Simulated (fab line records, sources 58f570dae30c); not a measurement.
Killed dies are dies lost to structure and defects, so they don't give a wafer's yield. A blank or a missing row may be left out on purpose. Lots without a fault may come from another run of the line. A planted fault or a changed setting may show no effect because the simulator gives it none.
Chamber matching | flow berkeley_cmos170 | UCB170_V1_CMP_02 on cmp-02: 4 sister chambers
The step polishes SiO2. 14 wafers are shown with their chamber, then 7 later ones without.

WAFERS WITH THEIR CHAMBER
wafer  | chamber | motor_current_A (A) | edge_zone_pressure_frac
L503.1 | 2       | 18.1                | 0.996
L503.4 | 3       | 14.9                | 1.010
L503.6 | 0       | 17.4                | 1.003
L505.1 | 1       | 14.0                | 0.999
L505.3 | 0       | 17.0                | 0.994
L505.6 | 2       | 18.8                | 1.001
L519.4 | 3       | 15.4                | 0.992
L519.5 | 1       | 13.7                | 0.998
L519.6 | 0       | 18.1                | 1.004
L518.1 | 1       | 13.9                | 0.995
L518.2 | 3       | 15.5                | 1.000
L518.6 | 1       | 14.0                | 0.990
L517.2 | 1       | 15.1                | 1.005
L517.3 | 0       | 18.4                | 1.011

SIGNATURES (means of the wafers above)
reading                 | chamber 0 | chamber 1 | chamber 2 | chamber 3 | scatter within a chamber
motor_current_A         | 17.725    | 14.140    | 18.450    | 15.267    | 0.538
edge_zone_pressure_frac | 1.00300   | 0.99740   | 0.99850   | 1.00067   | 0.00665
Rule: a wafer's distance from a chamber is the root of the sum, over the readings, of the square of ((its reading less the chamber's mean) divided by the reading's scatter). The wafer belongs to the nearest chamber; if the next one is less than 2 further off, it can't be placed. The scatter: the root of (the sum of the squares of (reading less its chamber's mean) over the shown wafers, divided by (wafers less chambers)).

WAFERS WITHOUT THEIR CHAMBER
wafer  | motor_current_A (A) | edge_zone_pressure_frac
L517.4 | 18.8                | 1.005
L520.1 | 16.6                | 1.007
L520.5 | 18.8                | 1.001
L520.6 | 15.5                | 1.004
L524.1 | 18.6                | 1.004
L524.3 | 17.6                | 0.998
L524.4 | 14.6                | 1.009

WHICH CHAMBER EACH WENT THROUGH
wafer  | from the rows above          | in truth
L517.4 | can't be placed: 2 or 0      | 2
L520.1 | can't be placed: 0 or 3 or 2 | 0
L520.5 | can't be placed: 2 or 0      | 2
L520.6 | 3                            | 3
L524.1 | can't be placed: 2 or 0      | 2
L524.3 | can't be placed: 0 or 2      | 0
L524.4 | can't be placed: 3 or 1      | 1
Placed correctly: 1 of 7. Can't be placed from these rows: 6 (the true chamber is among the candidates in 6). Placed wrongly: 0.
